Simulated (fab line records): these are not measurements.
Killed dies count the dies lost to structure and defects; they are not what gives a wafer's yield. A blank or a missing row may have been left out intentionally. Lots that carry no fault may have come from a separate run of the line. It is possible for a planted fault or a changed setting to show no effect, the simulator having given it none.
fab line records | flow berkeley-cmos170
record lots=5 | wafers=15 | last-day=10
route steps=331 shown NLDD@169 SPACER@171 PSD@175 NSD@187
lots that met no fault: from a run of the same line without faults
start-h: hours from the record's opening day to when the first of the lot's shown wafers began | wait-h: hours since the lot's step before | " repeats the value in the row above | L1.1+2: a single row standing in for several wafers | - no value, or no start was given | * or withheld: withheld | < > ~ a bound
route shown NAME@n: names a module that has steps shown in the file, with the first one's number in the route | usual: mean/standard deviation of fault-free wafers | same: alike in all rows | chamber/n: place in a boat | sites: per-site readings | _std_site: standard deviation across them | _edge_site: the outer-site mean with the inner-site mean subtracted | radius-mm: how far each site lies from the wafer's centre | mask NAME#n: copy n | behind: the tool/chamber that last shaped the wafer | hold: why the lot was held/for how many hours/how that ended | device: which transistor (n, p or np) failed to switch | end of line: the same wafers' tests at the end of the route | step lacking rows: just its recipe | killed: dies lost to structure and defects at the first sort, not the wafer's yield | map: the dies of a wafer, with x for killed, . for not killed, _ for no die there
set.NAME: the setting as run; set.NAME@STEP: as run at that earlier step | model.NAME: the simulator's own value behind a step, which no gauge read
lots at selected steps of the route; one table per step, one row per wafer
services: when a tool's chamber went out of use (start-h, in hours from the record's first day, below 0 if earlier), for how many hours, and the reason
## steps
# step UCB170_NLDD_TW_MEAS_11
# usual NLDD_TW=2200/18
lot.wafer | tool          | chamber | start-h | wait-h | NLDD_TW
L078.2    | film-metro-02 | -       | 143.86  | 0.1    | 2227
L078.3    | "             | -       | "       | "      | 2217
L078.6    | "             | -       | "       | "      | 2227
L083.2    | film-metro-03 | -       | 169.78  | 0.1    | 2185
L083.3    | "             | -       | "       | "      | 2176
L083.5    | "             | -       | "       | "      | 2194
L085.1    | film-metro-01 | -       | 183.93  | 0.1    | 2204
L085.2    | "             | -       | "       | "      | 2205
L085.4    | "             | -       | "       | "      | 2206
L087.1    | film-metro-03 | -       | 184.23  | 0.1    | 2181
L087.3    | "             | -       | "       | "      | 2175
L087.6    | "             | -       | "       | "      | 2186
L090.1    | film-metro-03 | -       | 210.57  | 0.1    | 2188
L090.2    | "             | -       | "       | "      | 2190
L090.4    | "             | -       | "       | "      | 2196
# step UCB170_NLDD_CLEAN_12
# recipe chemistry=SPM | temp-c=120 | time-s=600
lot.wafer  | tool         | chamber | start-h | wait-h
L078.2+3+6 | wet-bench-01 | 0       | 143.91  | 0.0
L083.2+3+5 | wet-bench-04 | 0       | 169.83  | 0.0
L085.1+2+4 | wet-bench-04 | 0       | 184.65  | 0.7
L087.1+3+6 | wet-bench-04 | 0       | 184.65  | 0.4
L090.1+2+4 | wet-bench-03 | 2       | 210.63  | 0.1
# step UCB170_SPACER_CVD_00
# recipe material=SiO2 | target-thk-nm=376 | temp-c=390 | precursor=TEOS/O2 | time-s=47 | rf-w=550 | pressure-mtorr=9000
# usual heater-power-w=291/67 | susceptor-temp-C=389.98/0.22
lot.wafer | tool     | chamber | start-h | wait-h | heater-power-w | susceptor-temp-C
L078.2    | pecvd-03 | 1       | 144.09  | 0.0    | 316            | 390.55
L078.3    | "        | 2       | "       | "      | 242            | 389.81
L078.6    | "        | 1       | "       | "      | 341            | 390.15
L083.2    | pecvd-02 | 2       | 170.01  | 0.0    | 276            | 390.08
L083.3    | "        | 0       | "       | "      | 212            | 390.20
L083.5    | "        | 1       | "       | "      | 270            | 390.25
L085.1    | pecvd-03 | 1       | 184.82  | 0.0    | 412            | 389.85
L085.2    | "        | 0       | "       | "      | 294            | 389.77
L085.4    | "        | 1       | "       | "      | 290            | 389.84
L087.1    | pecvd-04 | 2       | 184.82  | 0.0    | 459            | 390.09
L087.3    | "        | 0       | "       | "      | 158            | 390.08
L087.6    | "        | 2       | "       | "      | 454            | 390.27
L090.1    | pecvd-03 | 2       | 210.81  | 0.0    | 262            | 390.04
L090.2    | "        | 1       | "       | "      | 407            | 389.92
L090.4    | "        | 2       | "       | "      | 276            | 390.15
# step UCB170_SPACER_THK_MEAS_01
# recipe reads=SiO2_of_SPACER_CVD_00
# usual SPACER_TEOS_THK=378/4.7
lot.wafer | tool          | chamber | start-h | wait-h | SPACER_TEOS_THK[nm]
L078.2    | film-metro-04 | -       | 144.14  | 0.0    | 371
L078.3    | "             | -       | "       | "      | 368
L078.6    | "             | -       | "       | "      | 374
L083.2    | film-metro-04 | -       | 170.06  | 0.0    | 381
L083.3    | "             | -       | "       | "      | 371
L083.5    | "             | -       | "       | "      | 379
L087.1    | film-metro-02 | -       | 184.87  | 0.0    | 375
L087.3    | "             | -       | "       | "      | 375
L087.6    | "             | -       | "       | "      | 383
L085.1    | film-metro-04 | -       | 184.89  | 0.0    | 373
L085.2    | "             | -       | "       | "      | 372
L085.4    | "             | -       | "       | "      | 381
L090.1    | film-metro-01 | -       | 210.85  | 0.0    | 370
L090.2    | "             | -       | "       | "      | 373
L090.4    | "             | -       | "       | "      | 378
# step UCB170_SPACER_ANNEAL_02
# recipe temp-c=900 | time-s=1800 | ambient=N2
lot.wafer  | tool       | chamber | start-h | wait-h
L078.2+3+6 | furnace-03 | 0       | 147.18  | 3.0
L083.2+3+5 | furnace-03 | 0       | 172.89  | 2.8
L085.1+2+4 | furnace-02 | 0       | 188.09  | 3.2
L087.1+3+6 | furnace-02 | 0       | 188.09  | 3.2
L090.1+2+4 | furnace-02 | 0       | 213.06  | 2.2
# step UCB170_SPACER_ETCHBACK_03
# recipe stop-on=Si | target=SiO2 | chemistry=CHF3/CF4/Ar | CHF3_flow_sccm=50 | cf4-flow-sccm=10 | Ar_flow_sccm=120 | pressure-mtorr=200 | rf-w=500 | target-depth-a=3760 | time-s=100
# usual chamber-pressure-mTorr=200.00/0.2 | drypump-motor-current-A=5.5/0.49 | oes-product-au=0.906/0.014 | throttle-valve-pct=6.41/0.1
lot.wafer | tool        | chamber | start-h | wait-h | chamber-pressure-mTorr | drypump-motor-current-A | oes-product-au | rf-hours-counter-h | throttle-valve-pct
L078.2    | rie-diel-03 | 3       | 148.68  | 0.0    | 199.92                 | 6.3                     | 0.887          | 10                 | 6.35
L078.3    | "           | 2       | "       | "      | 200.02                 | 6.0                     | 0.888          | 20                 | 6.35
L078.6    | "           | 0       | "       | "      | 200.04                 | 5.0                     | 0.893          | -                  | 6.37
L083.2    | rie-diel-01 | 3       | 174.39  | 0.0    | 200.13                 | 5.7                     | 0.930          | 77                 | 6.22
L083.3    | "           | 1       | "       | "      | 200.23                 | 5.2                     | 0.890          | 26                 | 6.48
L083.5    | "           | 2       | "       | "      | 200.40                 | 4.9                     | 0.896          | -                  | 6.51
L085.1    | rie-diel-04 | 2       | 189.59  | 0.0    | 199.87                 | 5.7                     | 0.888          | 0                  | 6.38
L085.2    | "           | 0       | "       | "      | 199.86                 | 4.9                     | 0.922          | 133                | 6.38
L085.4    | "           | 1       | "       | "      | 200.09                 | 5.2                     | 0.903          | 18                 | 6.47
L087.1    | rie-diel-03 | 0       | 189.59  | 0.0    | 200.07                 | 5.0                     | 0.892          | 15                 | 6.38
L087.3    | "           | 1       | "       | "      | 200.04                 | 6.4                     | 0.893          | 53                 | 6.26
L087.6    | "           | 0       | "       | "      | 199.73                 | 5.0                     | 0.915          | -                  | 6.39
L090.1    | rie-diel-04 | 1       | 214.56  | 0.0    | 200.25                 | 5.2                     | 0.889          | 19                 | 6.46
L090.2    | "           | 0       | "       | "      | 199.86                 | 4.9                     | 0.908          | 135                | 6.39
L090.4    | "           | 3       | "       | "      | 199.77                 | 5.2                     | 0.905          | 81                 | 6.58
# step UCB170_PSD_HMDS_00
# recipe prime-time-s=60 | prime-temp-c=100
# usual chill-plate-temp-C=22.99/0.091
lot.wafer | tool           | chamber | start-h | wait-h | chill-plate-temp-C
L078.2    | litho-track-04 | 0       | 148.77  | 0.1    | 22.94
L078.3    | "              | 0       | "       | "      | 23.14
L078.6    | "              | 0       | "       | "      | 23.18
L083.2    | litho-track-02 | 0       | 174.49  | 0.1    | 22.98
L083.3    | "              | 0       | "       | "      | 23.00
L083.5    | "              | 0       | "       | "      | 22.99
L087.1    | litho-track-01 | 0       | 189.83  | 0.2    | 22.92
L087.3    | "              | 0       | "       | "      | 23.13
L087.6    | "              | 0       | "       | "      | 23.04
L085.1    | litho-track-02 | 0       | 189.91  | 0.3    | 22.94
L085.2    | "              | 0       | "       | "      | 22.98
L085.4    | "              | 0       | "       | "      | 22.88
L090.1    | litho-track-01 | 0       | 214.84  | 0.2    | 22.94
L090.2    | "              | 0       | "       | "      | 22.84
L090.4    | "              | 0       | "       | "      | 22.90
# step UCB170_PSD_COAT_01
# recipe resist=KrF | spin-rpm=1500 | resist-thk-nm=900
# usual chill-plate-temp-C=23.04/0.11
lot.wafer | tool           | chamber | start-h | wait-h | chill-plate-temp-C
L078.2    | litho-track-04 | 0       | 148.92  | 0.1    | 22.96
L078.3    | "              | 0       | "       | "      | 23.24
L078.6    | "              | 0       | "       | "      | 22.99
L083.2    | litho-track-02 | 0       | 174.64  | 0.1    | 23.07
L083.3    | "              | 0       | "       | "      | 22.90
L083.5    | "              | 0       | "       | "      | 22.95
L087.1    | litho-track-01 | 0       | 189.98  | 0.1    | 23.03
L087.3    | "              | 0       | "       | "      | 22.99
L087.6    | "              | 0       | "       | "      | 23.13
L085.1    | litho-track-02 | 0       | 190.06  | 0.1    | 23.02
L085.2    | "              | 0       | "       | "      | 23.16
L085.4    | "              | 0       | "       | "      | 23.01
L090.1    | litho-track-01 | 0       | 214.99  | 0.1    | 23.25
L090.2    | "              | 0       | "       | "      | 23.07
L090.4    | "              | 0       | "       | "      | 23.18
# step UCB170_PSD_SOFTBAKE_02
# recipe resist=KrF | temp-c=130 | time-s=60
# usual chill-plate-temp-C=23.00/0.1
lot.wafer | tool           | chamber | start-h | wait-h | chill-plate-temp-C
L078.2    | litho-track-04 | 0       | 149.07  | 0.1    | 23.16
L078.3    | "              | 0       | "       | "      | 23.23
L078.6    | "              | 0       | "       | "      | 23.26
L083.2    | litho-track-02 | 0       | 174.79  | 0.1    | 22.91
L083.3    | "              | 0       | "       | "      | 22.88
L083.5    | "              | 0       | "       | "      | 22.96
L087.1    | litho-track-01 | 0       | 190.13  | 0.1    | 22.92
L087.3    | "              | 0       | "       | "      | 22.90
L087.6    | "              | 0       | "       | "      | 22.90
L085.1    | litho-track-02 | 0       | 190.21  | 0.1    | 22.91
L085.2    | "              | 0       | "       | "      | 23.01
L085.4    | "              | 0       | "       | "      | 22.95
L090.1    | litho-track-01 | 0       | 215.14  | 0.1    | 23.01
L090.2    | "              | 0       | "       | "      | 23.05
L090.4    | "              | 0       | "       | "      | 23.12
# step UCB170_PSD_EXPOSE_03
# recipe mask-id=PSELECT_MOD | na=0.5 | sigma-outer=0.6 | source-shape=conventional | target-cd-nm=1200 | dose-mj=30
lot.wafer  | tool           | chamber | start-h | wait-h | mask
L078.2+3+6 | krf-scanner-01 | 0       | 149.34  | 0.2    | PSELECT_MOD#0
L083.2+3+5 | krf-scanner-02 | 0       | 174.93  | 0.1    | PSELECT_MOD#0
L087.1+3+6 | krf-scanner-02 | 0       | 190.51  | 0.4    | PSELECT_MOD#0
L085.1+2+4 | krf-scanner-02 | 0       | 190.63  | 0.4    | PSELECT_MOD#0
L090.1+2+4 | krf-scanner-02 | 0       | 215.57  | 0.4    | PSELECT_MOD#0
# step UCB170_PSD_PEB_04
# recipe peb-temp-c=130 | peb-time-s=withheld | resist=KrF
# usual chill-plate-temp-C=23.00/0.11
lot.wafer | tool           | chamber | start-h | wait-h | chill-plate-temp-C
L078.2    | litho-track-01 | 0       | 149.47  | 0.1    | 23.11
L078.3    | "              | 0       | "       | "      | 23.30
L078.6    | "              | 0       | "       | "      | 23.19
L083.2    | litho-track-02 | 0       | 175.05  | 0.1    | 23.13
L083.3    | "              | 0       | "       | "      | 23.15
L083.5    | "              | 0       | "       | "      | 23.03
L087.1    | litho-track-04 | 0       | 190.63  | 0.1    | 22.89
L087.3    | "              | 0       | "       | "      | 23.02
L087.6    | "              | 0       | "       | "      | 22.95
L085.1    | litho-track-02 | 0       | 190.74  | 0.1    | 23.17
L085.2    | "              | 0       | "       | "      | 23.26
L085.4    | "              | 0       | "       | "      | 23.07
L090.1    | litho-track-04 | 0       | 215.72  | 0.1    | 23.20
L090.2    | "              | 0       | "       | "      | 23.11
L090.4    | "              | 0       | "       | "      | 23.18
# step UCB170_PSD_DEVELOP_05
# recipe developer=TMAH | develop-time-s=45 | resist=KrF | dev-temp-c=21
# usual chill-plate-temp-C=23.01/0.098
lot.wafer | tool           | chamber | start-h | wait-h | chill-plate-temp-C
L078.2    | litho-track-01 | 0       | -       | -      | 23.01
L078.3    | "              | 0       | "       | "      | 22.98
L078.6    | "              | 0       | "       | "      | 23.04
L083.2    | litho-track-02 | 0       | -       | -      | 23.13
L083.3    | "              | 0       | "       | "      | 22.97
L083.5    | "              | 0       | "       | "      | 23.03
L087.1    | litho-track-04 | 0       | -       | -      | 22.86
L087.3    | "              | 0       | "       | "      | 22.85
L087.6    | "              | 0       | "       | "      | 23.06
L085.1    | litho-track-02 | 0       | -       | -      | 23.05
L085.2    | "              | 0       | "       | "      | 22.82
L085.4    | "              | 0       | "       | "      | 23.13
L090.1    | litho-track-04 | 0       | -       | -      | 22.93
L090.2    | "              | 0       | "       | "      | 23.00
L090.4    | "              | 0       | "       | "      | 22.79
# step UCB170_PSD_CD_MEAS_06
# recipe target-cd-nm=1200
# usual cd-nm=1200.2/1.5
lot.wafer | tool      | chamber | start-h | wait-h | cd-nm
L078.2    | cd-sem-02 | -       | 149.74  | -      | 1200.7
L078.3    | "         | -       | "       | "      | 1199.4
L078.6    | "         | -       | "       | "      | 1199.2
L083.2    | cd-sem-01 | -       | 175.32  | -      | 1200.9
L083.3    | "         | -       | "       | "      | 1200.6
L083.5    | "         | -       | "       | "      | 1201.3
L087.1    | cd-sem-02 | -       | 190.90  | -      | 1199.4
L087.3    | "         | -       | "       | "      | 1198.3
L087.6    | "         | -       | "       | "      | 1199.7
L085.1    | cd-sem-02 | -       | 191.02  | -      | 1200.6
L085.2    | "         | -       | "       | "      | 1201.3
L085.4    | "         | -       | "       | "      | 1199.2
L090.1    | cd-sem-02 | -       | 215.99  | -      | 1199.3
L090.2    | "         | -       | "       | "      | 1198.6
L090.4    | "         | -       | "       | "      | 1199.2
# step UCB170_PSD_OVL_MEAS_07
# usual PSD_OVL=-3/4.5
lot.wafer | tool       | chamber | start-h | wait-h | PSD_OVL[nm]
L078.2    | overlay-01 | -       | 149.84  | 0.1    | -8
L078.3    | "          | -       | "       | "      | -7
L078.6    | "          | -       | "       | "      | 0
L083.2    | overlay-01 | -       | 175.43  | 0.1    | -2
L083.3    | "          | -       | "       | "      | -5
L083.5    | "          | -       | "       | "      | 2
L087.1    | overlay-01 | -       | 191.02  | 0.1    | 2
L087.3    | "          | -       | "       | "      | 1
L087.6    | "          | -       | "       | "      | 0
L085.1    | overlay-02 | -       | 191.14  | 0.1    | 7
L085.2    | "          | -       | "       | "      | 4
L085.4    | "          | -       | "       | "      | 0
L090.1    | overlay-02 | -       | 216.11  | 0.1    | 4
L090.2    | "          | -       | "       | "      | 1
L090.4    | "          | -       | "       | "      | 1
# step UCB170_PSD_IMPLANT_08
# recipe species=B | dose-cm2=3e+15 | energy-kev=19.7 | tilt-deg=7
# usual dose-ions-cm2=3e+15/3.5e+12 | faraday-current-uA=9257/170
lot.wafer | tool         | chamber | start-h | wait-h | dose-ions-cm2 | faraday-current-uA
L078.2    | implanter-02 | 0       | 149.90  | 0.0    | 3e+15         | 9257
L078.3    | "            | 0       | "       | "      | 3.001e+15     | 9119
L078.6    | "            | 0       | "       | "      | 3.005e+15     | 9202
L083.2    | implanter-03 | 0       | 175.49  | 0.0    | 3.003e+15     | 9143
L083.3    | "            | 0       | "       | "      | 3.001e+15     | 9163
L083.5    | "            | 0       | "       | "      | 2.997e+15     | 9487
L087.1    | implanter-01 | 0       | 191.06  | 0.0    | 2.993e+15     | 9209
L087.3    | "            | 0       | "       | "      | 3e+15         | 9324
L087.6    | "            | 0       | "       | "      | 2.999e+15     | 9034
L085.1    | implanter-02 | 0       | 191.18  | 0.0    | 2.999e+15     | 9451
L085.2    | "            | 0       | "       | "      | 2.999e+15     | 9208
L085.4    | "            | 0       | "       | "      | 3.007e+15     | 9399
L090.1    | implanter-02 | 0       | 216.15  | 0.0    | 2.998e+15     | 9245
L090.2    | "            | 0       | "       | "      | 2.999e+15     | 9072
L090.4    | "            | 0       | "       | "      | 2.999e+15     | 9252
# step UCB170_PSD_STRIP_09
# recipe chemistry=O2 | power-w=400 | pressure-mtorr=3500 | platen-temp-c=withheld | o2-flow-sccm=400 | overash-fraction=0.5
# usual chamber-pressure-mTorr=3500/3.3 | drypump-motor-current-A=5.4/0.38 | oes-product-au=0.603/0.005 | strip-time-to-endpoint-s=29.22/0.077
lot.wafer | tool            | chamber | start-h | wait-h | chamber-pressure-mTorr | drypump-motor-current-A | oes-product-au | rf-hours-counter-h | strip-time-to-endpoint-s
L078.2    | plasma-asher-03 | 1       | 150.02  | 0.1    | 3501                   | 5.1                     | 0.601          | 41                 | 29.24
L078.3    | "               | 1       | "       | "      | 3502                   | 5.1                     | 0.605          | -                  | 29.24
L078.6    | "               | 1       | "       | "      | 3506                   | 5.1                     | 0.600          | -                  | 29.27
L083.2    | plasma-asher-03 | 0       | 175.61  | 0.1    | 3502                   | 6.0                     | 0.609          | 44                 | 29.20
L083.3    | "               | 1       | "       | "      | 3498                   | 5.1                     | 0.602          | -                  | 29.30
L083.5    | "               | 1       | "       | "      | 3501                   | 5.1                     | 0.600          | -                  | 29.22
L087.1    | plasma-asher-02 | 0       | 191.21  | 0.1    | 3504                   | 5.3                     | 0.614          | 39                 | 29.06
L087.3    | "               | 1       | "       | "      | 3503                   | 5.3                     | 0.605          | -                  | 29.09
L087.6    | "               | 1       | "       | "      | 3500                   | 5.4                     | 0.606          | -                  | 29.06
L085.1    | plasma-asher-03 | 0       | 191.33  | 0.1    | 3504                   | 6.0                     | 0.611          | 45                 | 29.25
L085.2    | "               | 1       | "       | "      | 3495                   | 5.1                     | 0.595          | 45                 | 29.15
L085.4    | "               | 0       | "       | "      | 3499                   | 6.0                     | 0.599          | -                  | 29.23
L090.1    | plasma-asher-02 | 1       | 216.30  | 0.1    | 3491                   | 5.3                     | 0.607          | 42                 | 29.07
L090.2    | "               | 0       | "       | "      | 3502                   | 5.2                     | 0.598          | 42                 | 29.16
L090.4    | "               | 1       | "       | "      | 3496                   | 5.3                     | 0.602          | -                  | 29.15
# step UCB170_PSD_TW_MEAS_10
# usual PSD_TW=2299/20
lot.wafer | tool          | chamber | start-h | wait-h | PSD_TW
L078.2    | film-metro-03 | -       | 150.13  | 0.1    | 2297
L078.3    | "             | -       | "       | "      | 2297
L078.6    | "             | -       | "       | "      | 2290
L083.2    | film-metro-01 | -       | 175.72  | 0.1    | 2303
L083.3    | "             | -       | "       | "      | 2304
L083.5    | "             | -       | "       | "      | 2323
L087.1    | film-metro-01 | -       | 191.31  | 0.1    | 2293
L087.3    | "             | -       | "       | "      | 2305
L087.6    | "             | -       | "       | "      | 2317
L085.1    | film-metro-03 | -       | 191.43  | 0.1    | 2277
L085.2    | "             | -       | "       | "      | 2283
L085.4    | "             | -       | "       | "      | 2290
L090.1    | film-metro-03 | -       | 216.40  | 0.1    | 2275
L090.2    | "             | -       | "       | "      | 2286
L090.4    | "             | -       | "       | "      | 2285
# step UCB170_PSD_CLEAN_11
# recipe chemistry=SPM | temp-c=120 | time-s=600
lot.wafer  | tool         | chamber | start-h | wait-h
L078.2+3+6 | wet-bench-03 | 2       | 152.52  | 2.4
L083.2+3+5 | wet-bench-04 | 3       | 175.77  | 0.0
L085.1+2+4 | wet-bench-03 | 2       | 192.31  | 0.9
L087.1+3+6 | wet-bench-03 | 1       | 192.31  | 1.0
L090.1+2+4 | wet-bench-04 | 3       | 217.30  | 0.9
# step UCB170_NSD_HMDS_00
# recipe prime-time-s=60 | prime-temp-c=100
# usual chill-plate-temp-C=22.99/0.12
lot.wafer | tool           | chamber | start-h | wait-h | chill-plate-temp-C
L078.2    | litho-track-03 | 0       | 152.83  | 0.1    | 23.13
L078.3    | "              | 0       | "       | "      | 22.87
L078.6    | "              | 0       | "       | "      | 22.91
L083.2    | litho-track-02 | 0       | 175.97  | 0.0    | 22.95
L083.3    | "              | 0       | "       | "      | 23.13
L083.5    | "              | 0       | "       | "      | 23.08
L085.1    | litho-track-04 | 0       | 193.16  | 0.6    | 22.99
L085.2    | "              | 0       | "       | "      | 22.96
L085.4    | "              | 0       | "       | "      | 23.02
L087.1    | litho-track-02 | 0       | 193.16  | 0.6    | 23.12
L087.3    | "              | 0       | "       | "      | 23.05
L087.6    | "              | 0       | "       | "      | 23.10
L090.1    | litho-track-03 | 0       | 217.58  | 0.1    | 22.91
L090.2    | "              | 0       | "       | "      | 22.92
L090.4    | "              | 0       | "       | "      | 22.92
# step UCB170_NSD_COAT_01
# recipe resist=KrF | spin-rpm=1500 | resist-thk-nm=900
# usual chill-plate-temp-C=23.00/0.11
lot.wafer | tool           | chamber | start-h | wait-h | chill-plate-temp-C
L078.2    | litho-track-03 | 0       | 152.98  | 0.1    | 23.13
L078.3    | "              | 0       | "       | "      | 22.87
L078.6    | "              | 0       | "       | "      | 23.01
L083.2    | litho-track-02 | 0       | 176.12  | 0.1    | 23.18
L083.3    | "              | 0       | "       | "      | 23.05
L083.5    | "              | 0       | "       | "      | 23.08
L085.1    | litho-track-04 | 0       | 193.31  | 0.1    | 23.11
L085.2    | "              | 0       | "       | "      | 22.97
L085.4    | "              | 0       | "       | "      | 22.98
L087.1    | litho-track-02 | 0       | 193.31  | 0.1    | 23.06
L087.3    | "              | 0       | "       | "      | 22.90
L087.6    | "              | 0       | "       | "      | 22.93
L090.1    | litho-track-03 | 0       | 217.73  | 0.1    | 22.97
L090.2    | "              | 0       | "       | "      | 22.94
L090.4    | "              | 0       | "       | "      | 23.04
# step UCB170_NSD_SOFTBAKE_02
# recipe resist=KrF | temp-c=130 | time-s=60
# usual chill-plate-temp-C=23.00/0.092
lot.wafer | tool           | chamber | start-h | wait-h | chill-plate-temp-C
L078.2    | litho-track-03 | 0       | 153.13  | 0.1    | 22.83
L078.3    | "              | 0       | "       | "      | 23.05
L078.6    | "              | 0       | "       | "      | 22.88
L083.2    | litho-track-02 | 0       | 176.27  | 0.1    | 22.90
L083.3    | "              | 0       | "       | "      | 22.97
L083.5    | "              | 0       | "       | "      | 22.96
L085.1    | litho-track-04 | 0       | 193.46  | 0.1    | 22.83
L085.2    | "              | 0       | "       | "      | 22.97
L085.4    | "              | 0       | "       | "      | 22.76
L087.1    | litho-track-02 | 0       | 193.46  | 0.1    | 22.89
L087.3    | "              | 0       | "       | "      | 22.98
L087.6    | "              | 0       | "       | "      | 22.98
L090.1    | litho-track-03 | 0       | 217.88  | 0.1    | 23.09
L090.2    | "              | 0       | "       | "      | 23.02
L090.4    | "              | 0       | "       | "      | 23.07
# step UCB170_NSD_EXPOSE_03
# recipe mask-id=NSELECT_MOD | na=0.5 | sigma-outer=0.6 | source-shape=conventional | target-cd-nm=1200 | dose-mj=30
lot.wafer  | tool           | chamber | start-h | wait-h | mask
L078.2+3+6 | krf-scanner-01 | 0       | 153.27  | 0.1    | NSELECT_MOD#0
L083.2+3+5 | krf-scanner-02 | 0       | 176.42  | 0.1    | NSELECT_MOD#0
L085.1+2+4 | krf-scanner-01 | 0       | 193.74  | 0.2    | NSELECT_MOD#0
L087.1+3+6 | krf-scanner-02 | 0       | 193.98  | 0.5    | NSELECT_MOD#0
L090.1+2+4 | krf-scanner-01 | 0       | 218.29  | 0.4    | NSELECT_MOD#0
# step UCB170_NSD_PEB_04
# recipe peb-temp-c=130 | peb-time-s=withheld | resist=KrF
# usual chill-plate-temp-C=23.01/0.12
lot.wafer | tool           | chamber | start-h | wait-h | chill-plate-temp-C
L078.2    | litho-track-03 | 0       | 153.83  | 0.5    | 23.17
L078.3    | "              | 0       | "       | "      | 23.11
L078.6    | "              | 0       | "       | "      | 22.98
L083.2    | litho-track-02 | 0       | 176.87  | 0.4    | 22.84
L083.3    | "              | 0       | "       | "      | 22.80
L083.5    | "              | 0       | "       | "      | 22.87
L085.1    | litho-track-02 | 0       | 194.34  | 0.6    | 22.98
L085.2    | "              | 0       | "       | "      | 22.98
L085.4    | "              | 0       | "       | "      | 22.87
L087.1    | litho-track-03 | 0       | 194.91  | 0.9    | 23.07
L087.3    | "              | 0       | "       | "      | 22.82
L087.6    | "              | 0       | "       | "      | 22.91
L090.1    | litho-track-02 | 0       | 218.40  | 0.1    | 23.15
L090.2    | "              | 0       | "       | "      | 22.83
L090.4    | "              | 0       | "       | "      | 22.99
# step UCB170_NSD_DEVELOP_05
# recipe developer=TMAH | develop-time-s=45 | resist=KrF | dev-temp-c=21
# usual chill-plate-temp-C=23.02/0.11
lot.wafer | tool           | chamber | start-h | wait-h | chill-plate-temp-C
L078.2    | litho-track-03 | 0       | -       | -      | 22.93
L078.3    | "              | 0       | "       | "      | 23.07
L078.6    | "              | 0       | "       | "      | 23.03
L083.2    | litho-track-02 | 0       | -       | -      | 23.10
L083.3    | "              | 0       | "       | "      | 23.09
L083.5    | "              | 0       | "       | "      | 22.99
L085.1    | litho-track-02 | 0       | -       | -      | 23.04
L085.2    | "              | 0       | "       | "      | 22.93
L085.4    | "              | 0       | "       | "      | 22.96
L087.1    | litho-track-03 | 0       | -       | -      | 22.89
L087.3    | "              | 0       | "       | "      | 23.07
L087.6    | "              | 0       | "       | "      | 22.90
L090.1    | litho-track-02 | 0       | -       | -      | 23.01
L090.2    | "              | 0       | "       | "      | 23.07
L090.4    | "              | 0       | "       | "      | 23.08
# step UCB170_NSD_CD_MEAS_06
# recipe target-cd-nm=1200
# usual cd-nm=1200.4/1.6
lot.wafer | tool      | chamber | start-h | wait-h | cd-nm
L078.2    | cd-sem-01 | -       | 154.10  | -      | 1201.6
L078.3    | "         | -       | "       | "      | 1201.3
L078.6    | "         | -       | "       | "      | 1200.6
L083.2    | cd-sem-01 | -       | 177.14  | -      | 1202.0
L083.3    | "         | -       | "       | "      | 1201.5
L083.5    | "         | -       | "       | "      | 1201.2
L085.1    | cd-sem-02 | -       | 194.61  | -      | 1198.6
L085.2    | "         | -       | "       | "      | 1197.4
L085.4    | "         | -       | "       | "      | 1198.6
L087.1    | cd-sem-02 | -       | 195.19  | -      | 1200.1
L087.3    | "         | -       | "       | "      | 1200.8
L087.6    | "         | -       | "       | "      | 1198.5
L090.1    | cd-sem-01 | -       | 218.68  | -      | 1198.3
L090.2    | "         | -       | "       | "      | 1199.9
L090.4    | "         | -       | "       | "      | 1196.8
# step UCB170_NSD_OVL_MEAS_07
# usual NSD_OVL=1/4.8
lot.wafer | tool       | chamber | start-h | wait-h | NSD_OVL[nm]
L078.2    | overlay-02 | -       | 154.20  | 0.1    | -1
L078.3    | "          | -       | "       | "      | -2
L078.6    | "          | -       | "       | "      | -1
L083.2    | overlay-01 | -       | 177.25  | 0.1    | 2
L083.3    | "          | -       | "       | "      | -6
L083.5    | "          | -       | "       | "      | -3
L085.1    | overlay-01 | -       | 194.73  | 0.1    | -11
L085.2    | "          | -       | "       | "      | -6
L085.4    | "          | -       | "       | "      | -7
L087.1    | overlay-01 | -       | 195.31  | 0.1    | -1
L087.3    | "          | -       | "       | "      | -3
L087.6    | "          | -       | "       | "      | 9
L090.1    | overlay-01 | -       | 218.80  | 0.1    | -7
L090.2    | "          | -       | "       | "      | 4
L090.4    | "          | -       | "       | "      | -2
# step UCB170_NSD_IMPLANT_08
# recipe species=P | dose-cm2=3e+15 | energy-kev=40 | tilt-deg=7
# usual dose-ions-cm2=3e+15/3.3e+12 | faraday-current-uA=9247/200
lot.wafer | tool         | chamber | start-h | wait-h | dose-ions-cm2 | faraday-current-uA
L078.2    | implanter-03 | 0       | 154.26  | 0.0    | 2.998e+15     | 9205
L078.3    | "            | 0       | "       | "      | 3e+15         | 9175
L078.6    | "            | 0       | "       | "      | 3.001e+15     | 8957
L083.2    | implanter-02 | 0       | 177.33  | 0.1    | 3e+15         | 9123
L083.3    | "            | 0       | "       | "      | 2.997e+15     | 9253
L083.5    | "            | 0       | "       | "      | 2.999e+15     | 9119
L085.1    | implanter-03 | 0       | 194.77  | 0.0    | 2.998e+15     | 8828
L085.2    | "            | 0       | "       | "      | 2.997e+15     | 9180
L085.4    | "            | 0       | "       | "      | 3.001e+15     | 9222
L087.1    | implanter-02 | 0       | 195.34  | 0.0    | 2.999e+15     | 9379
L087.3    | "            | 0       | "       | "      | 3.002e+15     | 9234
L087.6    | "            | 0       | "       | "      | 2.997e+15     | 9307
L090.1    | implanter-02 | 0       | 218.84  | 0.0    | 2.999e+15     | 9271
L090.2    | "            | 0       | "       | "      | 2.999e+15     | 9169
L090.4    | "            | 0       | "       | "      | 2.997e+15     | 9281
## services
tool           | chamber | start-h | hours | kind
krf-scanner-01 | -       | 123.66  | 4.4   | pm
krf-scanner-02 | 0       | 129.62  | -     | calibration
pecvd-02       | -       | 135.50  | 14.0  | pm
pecvd-02       | 0       | 135.50  | 14.0  | vent-cycle
krf-scanner-01 | -       | 140.67  | 1.3   | pm
implanter-02   | -       | 141.36  | 4.1   | pm
implanter-02   | -       | 146.05  | 2.0   | repair
implanter-01   | -       | 149.71  | 2.7   | repair
pecvd-04       | -       | 153.60  | 5.5   | pm
rie-diel-03    | 1       | 159.17  | 7.0   | repair
rie-diel-04    | 2       | 161.59  | -     | clean
rie-diel-04    | 2       | 161.59  | 15.2  | scheduled-down
rie-diel-04    | 2       | 161.59  | 15.2  | vent-cycle
krf-scanner-01 | -       | 167.00  | 1.0   | pm
krf-scanner-01 | -       | 172.95  | 3.6   | pm
rie-diel-03    | -       | 173.02  | 0.1   | repair
implanter-01   | -       | 177.39  | 7.5   | pm
krf-scanner-01 | -       | 178.15  | 1.2   | repair
implanter-03   | -       | 183.59  | 9.3   | repair
implanter-02   | -       | 186.66  | 3.6   | repair
rie-diel-03    | 3       | 189.20  | 5.1   | repair
krf-scanner-01 | -       | 205.05  | 1.0   | repair
implanter-03   | -       | 205.62  | 2.3   | repair
pecvd-02       | -       | 206.11  | 2.8   | pm
## key
fault none
